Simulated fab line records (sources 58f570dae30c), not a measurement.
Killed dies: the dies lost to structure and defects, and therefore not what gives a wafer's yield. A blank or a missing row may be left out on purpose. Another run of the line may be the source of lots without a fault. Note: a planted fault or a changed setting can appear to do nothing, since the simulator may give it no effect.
Check of tool commonality	flow berkeleyCmos170	42 wafers sampled across 14 lots

## REASON FOR OPENING
2 of 14 lots carry a flag on the reading SPACER_TEOS_THK at UCB170_SPACER_THK_MEAS_01. Wafers without a fault read 375 nm, standard deviation 4.7.
Rule: flag the lot when none of its wafers has a number, or when each of its wafers that has one lies beyond 4 standard deviations from that mean. The other lots count as sound.

lot	measured	on	SPACER_TEOS_THK (nm), wafer by wafer	flag
L634	day 7 05:51	filmMetro-04	373 389 385	
L638	day 7 14:56	filmMetro-04	372 377 382	
L637	day 7 16:07	filmMetro-02	374 381 382	
L641	day 8 12:37	filmMetro-04	372 377 376	
L640	day 8 13:28	filmMetro-04	374 377 382	
L642	day 8 23:18	filmMetro-04	366 379 374	
L645	day 9 23:37	filmMetro-03	335 335 346	FLAGGED
L649	day 10 08:34	filmMetro-02	340 345 346	FLAGGED
L650	day 11 03:19	filmMetro-04	372 368 379	
L653	day 11 03:19	filmMetro-02	370 374 370	
L654	day 11 14:41	filmMetro-04	365 366 378	
L655	day 11 14:59	filmMetro-02	373 378 379	
L652	day 11 15:20	filmMetro-03	372 374 375	
L657	day 12 05:15	filmMetro-02	373 374 377	
Average over the flagged lots: 341 nm; offset from the usual -34 nm, equal to -7 standard deviations.

## TOOL THAT RAN EACH LOT
The record holds 1 process step before the reading, out of a route of 331 steps. Every cell lists first the tool, next ch and the chambers used by the sampled wafers, and last the start.
lot	flag	UCB170_SPACER_CVD_00
L634		pecvd-02 ch 0,1, day 7 05:47
L638		pecvd-02 ch 0,1, day 7 14:54
L637		pecvd-01 ch 1,2, day 7 16:04
L641		pecvd-01 ch 0,2, day 8 12:32
L640		pecvd-02 ch 1,2, day 8 13:25
L642		pecvd-03 ch 1,2, day 8 23:14
L645	FLAGGED	pecvd-01 ch 0,1,2, day 9 23:34
L649	FLAGGED	pecvd-01 ch 0,1,2, day 10 08:31
L650		pecvd-03 ch 0,2, day 11 03:16
L653		pecvd-02 ch 0,2, day 11 03:16
L654		pecvd-02 ch 0,1,2, day 11 14:38
L655		pecvd-03 ch 0,1, day 11 14:55
L652		pecvd-02 ch 0,1,2, day 11 15:18
L657		pecvd-02 ch 0,2, day 12 05:13
These steps, and what they do:
- UCB170_SPACER_CVD_00: deposits SiO2 from TEOS/O2, target thk 376 nm, time 47 s.
- UCB170_SPACER_THK_MEAS_01

## FLAGGED OVER TOTAL, TOOL BY TOOL (the gauges that took the reading come last)
step	tool	lots run	flagged	share of the flagged lots	sound lots run after its first flagged lot
UCB170_SPACER_CVD_00	pecvd-01	4	2	all	0
UCB170_SPACER_CVD_00	pecvd-02	7	0	none	-
UCB170_SPACER_CVD_00	pecvd-03	3	0	none	-
UCB170_SPACER_THK_MEAS_01	filmMetro-02	5	1	some	3 (L653,L655,L657)
UCB170_SPACER_THK_MEAS_01	filmMetro-03	2	1	some	1 (L652)
UCB170_SPACER_THK_MEAS_01	filmMetro-04	7	0	none	-

## WHAT IS ALLOWED BY THE TABLE
Rows of the table that ran each flagged lot: 1, that is pecvd-01 at UCB170_SPACER_CVD_00.
- pecvd-01 at UCB170_SPACER_CVD_00 ran 4 lots, 2 of them flagged. A fault beginning between L641 (day 8 12:32), its last sound lot, and L645 (day 9 23:34), its first flagged one, fits the data. Its own readings (runLengthS) fall more than 4 standard deviations out on all wafers of the flagged lots.
Just one tool remains: pecvd-01 at UCB170_SPACER_CVD_00.

## WHAT THE SIMULATOR PUT IN
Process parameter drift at UCB170_SPACER_CVD_00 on pecvd-01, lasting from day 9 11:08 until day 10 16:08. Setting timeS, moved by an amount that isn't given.
Struck lots among those shown: L645, L649. This agrees with what the rule above found.
